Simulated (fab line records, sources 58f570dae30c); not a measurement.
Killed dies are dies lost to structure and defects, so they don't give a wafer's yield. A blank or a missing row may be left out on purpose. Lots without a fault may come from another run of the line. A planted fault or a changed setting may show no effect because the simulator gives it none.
Which tool did it? | flow berkeley_cmos170 | 7 lots, 21 wafers sampled, at 1 step of a route of 331

WHAT THE GAUGES READ, wafer by wafer
UCB170_M1_OVL_MEAS_10.
lot  | measured     | on         | M1_OVL (nm)
L747 | day 7 07:13  | overlay-01 | -1 3 -3
L750 | day 8 10:11  | overlay-01 | 6 3 10
L756 | day 9 11:04  | overlay-02 | 0 2 6
L761 | day 10 05:05 | overlay-02 | -6 3 -1
L763 | day 10 23:43 | overlay-01 | 7 1 2
L766 | day 11 09:06 | overlay-02 | -14 2 -5
L769 | day 11 20:07 | overlay-02 | -2 -1 2

WHICH TOOL RAN EACH LOT (tool, then ch and the chambers of the sampled wafers, then the start)
The record holds no process step before these readings.

THE ANSWER, worked out from the rows above alone
Rule: what is usual is taken from the lots themselves. Put in order of their means at a reading, lots are off if they are a third of the lots or fewer, leave a main group of 4 or more, and stand apart from it by a gap of 3 or more times the standard deviation of the main group's means; of several such gaps the widest counts. A main group whose means are all the same, to the digits that the tables above print for the reading, isn't used. A lot without any number at a reading at which 4 lots or more have one is off too. The other lots that the step has rows for count as sound.
No lot is off at any reading shown: from this, nothing can be told.

WHAT THE SIMULATOR HAD PUT IN
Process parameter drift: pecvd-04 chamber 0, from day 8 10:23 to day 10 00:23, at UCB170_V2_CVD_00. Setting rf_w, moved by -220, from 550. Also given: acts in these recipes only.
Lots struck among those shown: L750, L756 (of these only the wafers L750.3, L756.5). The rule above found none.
